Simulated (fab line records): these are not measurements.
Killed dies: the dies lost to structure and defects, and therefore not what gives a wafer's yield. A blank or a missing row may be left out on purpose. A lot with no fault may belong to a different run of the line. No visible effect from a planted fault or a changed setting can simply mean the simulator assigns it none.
fab line records | flow berkeleyCmos170
record: lots: 7 wafers: 21 lastDay: 12
route steps=331 shown NVT@106 PVT@115
lots that met no fault: from a run of the same line without faults
startH: the number of hours between the record's first day and the start of the first shown wafer of the lot | waitH: how many hours have passed since the lot's step before this one | " the same as in the row above | L1.1+2: a single row standing in for several wafers | - either no value or no given start | * or withheld: withheld | < > ~ a bound
route shown NAME@n: names a module that has steps shown in the file, with the first one's number in the route | usual: average and standard deviation across the fault-free wafers | same: alike in all rows | chamber/n: place in a boat | sites: the reading at each site | _std_site: how widely they spread, as a standard deviation | _edge_site: outer sites' mean less inner sites' | radiusMm: for every site, how far away it sits from the centre of the wafer | mask NAME#n: copy n | behind: the last tool/chamber to shape the wafer | hold: cause of the lot's hold/its duration in hours/its outcome | device: the transistor (n, p or np) that didn't switch | end of line: the same wafers' tests at the end of the route | where a step has no rows: the recipe by itself | killed: dies that structure and defects cost at the first sort, which is not the same as the wafer's yield | map: a wafer's dies, marking killed ones x, the rest . and places with no die _
set.NAME: the run value of the setting; set.NAME@STEP: its run value at that earlier step | model.NAME: the simulator's own value behind a step, which no gauge read
lots at selected steps of the route; one table per step, one row per wafer
services: a tool's chamber out of use, with start hour (startH, from the record's first day; less than 0 if before it), hours out, and reason
== steps ==
step: UCB170_NVT_SOFTBAKE_02
recipe: resist: KrF tempC: 130 timeS: 60
step: UCB170_NVT_EXPOSE_03
recipe: maskId: PWELL targetCdNm: 3000 na: 0.5 sigmaOuter: 0.6 sourceShape: conventional doseMj: 30
step: UCB170_NVT_PEB_04
recipe: pebTempC: 130 pebTimeS: withheld resist: KrF
step: UCB170_NVT_DEVELOP_05
recipe: developer: TMAH developTimeS: 45 resist: KrF devTempC: 21
step: UCB170_NVT_OVL_MEAS_06
usual: NVT_OVL: 1/5.2
columns lot.wafer tool chamber startH waitH NVT_OVL[nm]
L119.1 overlay-02 - 126.27 - -10
L119.3 " - " " -5
L119.6 " - " " -3
L124.1 overlay-02 - 148.13 - 0
L124.2 " - " " -3
L124.5 " - " " -1
L123.2 overlay-01 - 148.37 - 9
L123.3 " - " " -4
L123.6 " - " " 6
L125.2 overlay-02 - 157.83 - 12
L125.5 " - " " 3
L125.6 " - " " 6
L127.2 overlay-02 - 163.29 - -10
L127.4 " - " " 6
L127.6 " - " " 3
L137.1 overlay-01 - 219.93 - -3
L137.4 " - " " 5
L137.6 " - " " 0
L138.2 overlay-01 - 220.23 - -3
L138.4 " - " " 9
L138.6 " - " " -4
step: UCB170_NVT_IMPLANT_07
recipe: species: BF2 doseCm2: 3e+12 energyKev: 50 tiltDeg: 7
step: UCB170_NVT_STRIP_08
recipe: chemistry: O2 powerW: 400 pressureMtorr: 3500 platenTempC: withheld o2FlowSccm: 400 overashFraction: 0.5
usual: chamberPressureMTorr: 3500.2/2.9 drypumpMotorCurrentA: 5.6/0.46 oesProductAu: 0.734/0.0042 stripTimeToEndpointS: 21.62/0.078
same: overashFraction: 0.5
columns lot.wafer tool chamber startH waitH chamberPressureMTorr drypumpMotorCurrentA oesProductAu rfHoursCounterH stripTimeToEndpointS
L119.1 plasmaAsher-04 0 126.46 0.1 3503.8 5.5 0.740 34 21.73
L119.3 " 1 " " 3501.9 5.2 0.730 - 21.73
L119.6 " 1 " " 3503.6 5.2 0.735 - 21.77
L124.1 plasmaAsher-01 0 148.31 0.1 3496.2 5.1 0.732 3 21.65
L124.2 " 1 " " 3499.1 6.2 0.734 3 21.63
L124.5 " 1 " " 3507.5 6.2 0.729 - 21.69
L123.2 plasmaAsher-04 1 148.55 0.1 3501.2 5.2 0.737 37 21.52
L123.3 " 0 " " 3499.7 5.5 0.737 - 21.56
L123.6 " 0 " " 3503.6 5.4 0.737 - 21.53
L125.2 plasmaAsher-01 0 158.01 0.1 3497.6 5.1 0.732 4 21.65
L125.5 " 0 " " 3497.3 5.1 0.726 - 21.76
L125.6 " 1 " " 3503.1 6.2 0.738 - 21.70
L127.2 plasmaAsher-01 0 163.47 0.1 3493.8 5.1 0.730 5 21.58
L127.4 " 1 " " 3504.8 6.3 0.735 - 21.60
L127.6 " 1 " " 3504.2 6.3 0.732 - 21.58
L137.1 plasmaAsher-02 1 220.11 0.1 3498.3 5.9 0.733 53 21.70
L137.4 " 1 " " 3494.8 5.9 0.732 - 21.65
L137.6 " 1 " " 3503.0 5.9 0.731 - 21.64
L138.2 plasmaAsher-01 1 220.41 0.1 3497.0 6.3 0.746 12 21.48
L138.4 " 0 " " 3497.4 5.1 0.731 - 21.47
L138.6 " 0 " " 3505.2 5.1 0.734 - 21.43
step: UCB170_NVT_TW_MEAS_09
usual: NVT_TW: 520/3.9
columns lot.wafer tool chamber startH waitH NVT_TW
L119.1 filmMetro-04 - 126.56 0.1 518
L119.3 " - " " 517
L119.6 " - " " 519
L124.1 filmMetro-01 - 148.41 0.1 522
L124.2 " - " " 526
L124.5 " - " " 526
L123.2 filmMetro-01 - 148.66 0.1 525
L123.3 " - " " 524
L123.6 " - " " 524
L125.2 filmMetro-01 - 158.12 0.1 527
L125.5 " - " " 526
L125.6 " - " " 526
L127.2 filmMetro-04 - 163.58 0.1 518
L127.4 " - " " 516
L127.6 " - " " 518
L137.1 filmMetro-02 - 220.21 0.1 518
L137.4 " - " " 522
L137.6 " - " " 517
L138.2 filmMetro-04 - 220.52 0.1 517
L138.4 " - " " 517
L138.6 " - " " 519
step: UCB170_NVT_CLEAN_10
recipe: chemistry: SPM tempC: 120 timeS: 600
step: UCB170_PVT_HMDS_00
recipe: primeTimeS: 60 primeTempC: 100
step: UCB170_PVT_COAT_01
recipe: resist: KrF spinRpm: 1500 resistThkNm: 900
step: UCB170_PVT_SOFTBAKE_02
recipe: resist: KrF tempC: 130 timeS: 60
step: UCB170_PVT_EXPOSE_03
recipe: maskId: NWELL targetCdNm: 3000 na: 0.5 sigmaOuter: 0.6 sourceShape: conventional doseMj: 30
usual: exposureDoseMJCm2: 30.002/0.027 focusOffsetNm: 0.1/0.46
columns lot.wafer tool chamber startH waitH mask exposureDoseMJCm2 focusOffsetNm
L119.1 krfScanner-02 0 127.43 0.3 NWELL#0 30.020 -0.3
L119.3 " 0 " " NWELL#0 29.966 0.0
L119.6 " 0 " " NWELL#0 30.011 0.0
L124.1 krfScanner-01 0 149.13 0.1 NWELL#0 29.999 0.1
L124.2 " 0 " " NWELL#0 29.997 -0.6
L124.5 " 0 " " NWELL#0 29.986 0.5
L123.2 krfScanner-01 - 149.60 0.1 NWELL#0 - -
L123.3 " - " " NWELL#0 - -
L123.6 " - " " NWELL#0 - -
L125.2 krfScanner-01 - 158.94 0.2 NWELL#0 - -
L125.5 " - " " NWELL#0 - -
L125.6 " - " " NWELL#0 - -
L127.2 krfScanner-01 - 166.57 0.2 NWELL#0 - -
L127.4 " - " " NWELL#0 - -
L127.6 " - " " NWELL#0 - -
L137.1 krfScanner-02 0 222.09 0.2 NWELL#0 30.023 1.0
L137.4 " 0 " " NWELL#0 30.017 -0.2
L137.6 " 0 " " NWELL#0 30.026 0.1
L138.2 krfScanner-01 0 222.35 0.4 NWELL#0 29.937 -1.5
L138.4 " 0 " " NWELL#0 30.013 -0.3
L138.6 " 0 " " NWELL#0 29.996 -0.2
step: UCB170_PVT_PEB_04
recipe: pebTempC: 130 pebTimeS: withheld resist: KrF
== services ==
columns tool chamber startH hours kind
krfScanner-02 - 103.10 0.8 repair
krfScanner-01 - 104.03 3.0 pm
plasmaAsher-01 - 108.75 9.0 pm
plasmaAsher-01 0 108.75 9.0 ventCycle
plasmaAsher-01 1 108.75 9.0 ventCycle
plasmaAsher-01 0 117.75 - clean
plasmaAsher-01 1 117.75 - clean
krfScanner-01 - 124.68 4.0 pm
plasmaAsher-01 - 129.42 0.8 repair
plasmaAsher-04 - 137.57 0.8 repair
krfScanner-01 - 151.63 0.8 pm
krfScanner-01 - 152.38 4.4 pm
krfScanner-02 - 163.27 0.8 repair
krfScanner-02 - 170.00 0.8 pm
krfScanner-01 - 200.49 1.3 pm
krfScanner-02 - 203.30 1.0 pm
krfScanner-02 - 210.45 1.3 pm
== key ==
firstSign: step: UCB170_PVT_EXPOSE_03 reading: toolRecord direction: missing
effect none on later readings
metAt UCB170_PVT_EXPOSE_03
struckWafers L123.2,L123.3,L123.6,L125.2,L125.5,L125.6,L127.2,L127.4,L127.6
sortLeftOut L123.2,L123.3,L123.6,L125.2,L125.5,L125.6,L127.2,L127.4,L127.6
testerLeftOut L123,L125,L127
onsetBetween 149.13 149.60
fault: kind: skippedStepWhole tool: krfScanner-01 chamber: - onsetH: 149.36 steps: UCB170_PVT_EXPOSE_03 scope: struckLotsOnly
testerLeftOut: of these lots the tester's yield and bins aren't shown, on N5 and GAA mostly nor the transistor test; their killed dies are dies lost to structure and defects alone, not to doping, threshold or leakage, so they don't give the yield
sortLeftOut: the simulated sort isn't trusted on such a fault, so these wafers' sort isn't shown, and their yield isn't known
